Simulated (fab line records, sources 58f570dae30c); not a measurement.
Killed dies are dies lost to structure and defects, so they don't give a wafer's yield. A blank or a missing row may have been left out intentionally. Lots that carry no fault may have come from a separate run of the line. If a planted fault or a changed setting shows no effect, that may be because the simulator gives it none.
Split-lot experiment / flow berkeley cmos170 / 27 wafers read from 5 lots, route of 331 steps

== THE SPLIT ==
At UCB170_WELLDRIVE_OXIDATION_01 (target thk 199 nm, ox time 9000 s), the setting ox time s was moved away from the recipe's 9000 s on 12 of the 27 wafers read, by -51.4% to +35.0%. This setting was run at the recipe's value on the other wafers.

The file shows no step between the split and the reading.

== THE READING ==
WELLDRIVE_OXIDE_THK, in nm, at UCB170_WELLDRIVE_THK_MEAS_02. On this fab line, fault-free wafers typically give 201 nm with a standard deviation of 3.2 nm.

wafer=L075.1; tool, chamber at the split=-, -; ox time s as run, s=9000; against the recipe=recipe; WELLDRIVE_OXIDE_THK, nm=198; against lot-mates on the recipe=-
wafer=L075.2; tool, chamber at the split=-, -; ox time s as run, s=9000; against the recipe=recipe; WELLDRIVE_OXIDE_THK, nm=200; against lot-mates on the recipe=-
wafer=L075.3; tool, chamber at the split=-, -; ox time s as run, s=9000; against the recipe=recipe; WELLDRIVE_OXIDE_THK, nm=198; against lot-mates on the recipe=-
wafer=L075.4; tool, chamber at the split=-, -; ox time s as run, s=9000; against the recipe=recipe; WELLDRIVE_OXIDE_THK, nm=199; against lot-mates on the recipe=-
wafer=L075.5; tool, chamber at the split=-, -; ox time s as run, s=9000; against the recipe=recipe; WELLDRIVE_OXIDE_THK, nm=201; against lot-mates on the recipe=-
wafer=L075.6; tool, chamber at the split=-, -; ox time s as run, s=9000; against the recipe=recipe; WELLDRIVE_OXIDE_THK, nm=202; against lot-mates on the recipe=-
wafer=L081.1; tool, chamber at the split=-, -; ox time s as run, s=4372; against the recipe=-51.4%; WELLDRIVE_OXIDE_THK, nm=128; against lot-mates on the recipe=no lot-mate on the recipe
wafer=L081.2; tool, chamber at the split=-, -; ox time s as run, s=4372; against the recipe=-51.4%; WELLDRIVE_OXIDE_THK, nm=127; against lot-mates on the recipe=no lot-mate on the recipe
wafer=L081.3; tool, chamber at the split=-, -; ox time s as run, s=4372; against the recipe=-51.4%; WELLDRIVE_OXIDE_THK, nm=128; against lot-mates on the recipe=no lot-mate on the recipe
wafer=L081.4; tool, chamber at the split=-, -; ox time s as run, s=4372; against the recipe=-51.4%; WELLDRIVE_OXIDE_THK, nm=127; against lot-mates on the recipe=no lot-mate on the recipe
wafer=L081.5; tool, chamber at the split=-, -; ox time s as run, s=4372; against the recipe=-51.4%; WELLDRIVE_OXIDE_THK, nm=129; against lot-mates on the recipe=no lot-mate on the recipe
wafer=L081.6; tool, chamber at the split=-, -; ox time s as run, s=4372; against the recipe=-51.4%; WELLDRIVE_OXIDE_THK, nm=128; against lot-mates on the recipe=no lot-mate on the recipe
wafer=L079.1; tool, chamber at the split=furnace-03, 0; ox time s as run, s=9000; against the recipe=recipe; WELLDRIVE_OXIDE_THK, nm=196; against lot-mates on the recipe=-
wafer=L079.5; tool, chamber at the split=furnace-03, 0; ox time s as run, s=9000; against the recipe=recipe; WELLDRIVE_OXIDE_THK, nm=195; against lot-mates on the recipe=-
wafer=L079.6; tool, chamber at the split=furnace-03, 0; ox time s as run, s=9000; against the recipe=recipe; WELLDRIVE_OXIDE_THK, nm=194; against lot-mates on the recipe=-
wafer=L080.1; tool, chamber at the split=-, -; ox time s as run, s=12150; against the recipe=+35.0%; WELLDRIVE_OXIDE_THK, nm=241; against lot-mates on the recipe=no lot-mate on the recipe
wafer=L080.2; tool, chamber at the split=-, -; ox time s as run, s=12150; against the recipe=+35.0%; WELLDRIVE_OXIDE_THK, nm=242; against lot-mates on the recipe=no lot-mate on the recipe
wafer=L080.3; tool, chamber at the split=-, -; ox time s as run, s=12150; against the recipe=+35.0%; WELLDRIVE_OXIDE_THK, nm=237; against lot-mates on the recipe=no lot-mate on the recipe
wafer=L080.4; tool, chamber at the split=-, -; ox time s as run, s=12150; against the recipe=+35.0%; WELLDRIVE_OXIDE_THK, nm=242; against lot-mates on the recipe=no lot-mate on the recipe
wafer=L080.5; tool, chamber at the split=-, -; ox time s as run, s=12150; against the recipe=+35.0%; WELLDRIVE_OXIDE_THK, nm=239; against lot-mates on the recipe=no lot-mate on the recipe
wafer=L080.6; tool, chamber at the split=-, -; ox time s as run, s=12150; against the recipe=+35.0%; WELLDRIVE_OXIDE_THK, nm=240; against lot-mates on the recipe=no lot-mate on the recipe
wafer=L083.1; tool, chamber at the split=-, -; ox time s as run, s=9000; against the recipe=recipe; WELLDRIVE_OXIDE_THK, nm=200; against lot-mates on the recipe=-
wafer=L083.2; tool, chamber at the split=-, -; ox time s as run, s=9000; against the recipe=recipe; WELLDRIVE_OXIDE_THK, nm=200; against lot-mates on the recipe=-
wafer=L083.3; tool, chamber at the split=-, -; ox time s as run, s=9000; against the recipe=recipe; WELLDRIVE_OXIDE_THK, nm=199; against lot-mates on the recipe=-
wafer=L083.4; tool, chamber at the split=-, -; ox time s as run, s=9000; against the recipe=recipe; WELLDRIVE_OXIDE_THK, nm=199; against lot-mates on the recipe=-
wafer=L083.5; tool, chamber at the split=-, -; ox time s as run, s=9000; against the recipe=recipe; WELLDRIVE_OXIDE_THK, nm=200; against lot-mates on the recipe=-
wafer=L083.6; tool, chamber at the split=-, -; ox time s as run, s=9000; against the recipe=recipe; WELLDRIVE_OXIDE_THK, nm=201; against lot-mates on the recipe=-

FIT RESULTS
A straight line over all 27 wafers: WELLDRIVE_OXIDE_THK changes by +1.31 nm for each +1% of ox time s; r = +1.00; the points scatter about the line by 2.9 nm.
Too few moved wafers have a lot-mate on the recipe to fit a line with each lot's own level taken away.

== THE WHOLE CHAIN: every reading that the file lists as answering this split, in the file's order ==
step=UCB170_WELLDRIVE_OXIDATION_01; what it does=target thk 199 nm, ox time 9000 s; reading=SiO2_of_WELLDRIVE_OXIDATION_01.thk nm (the simulator's own value, which no gauge read); change (the file's fit)=+1.31 nm for each +1% of the setting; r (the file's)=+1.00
step=UCB170_WELLDRIVE_THK_MEAS_02; what it does=; reading=WELLDRIVE_OXIDE_THK; change (the file's fit)=+1.31 for each +1% of the setting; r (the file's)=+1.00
step=UCB170_M3_PROBE_99; what it does=; reading=etest.nwell pinched.rs ohm sq (the simulator's own value, which no gauge read); change (the file's fit)=-3.58 for each +1% of the setting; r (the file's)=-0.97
step=UCB170_M3_PROBE_99; what it does=; reading=etest.nwell.width nm (the simulator's own value, which no gauge read); change (the file's fit)=-2.2 nm for each +1% of the setting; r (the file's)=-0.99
step=UCB170_M3_PROBE_99; what it does=; reading=etest.nwell.rs ohm sq (the simulator's own value, which no gauge read); change (the file's fit)=-0.776 for each +1% of the setting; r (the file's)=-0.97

== THE FILE'S OWN FIT ==
WELLDRIVE_OXIDE_THK changes by +1.31 nm for each +1% of ox time s, r = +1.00.
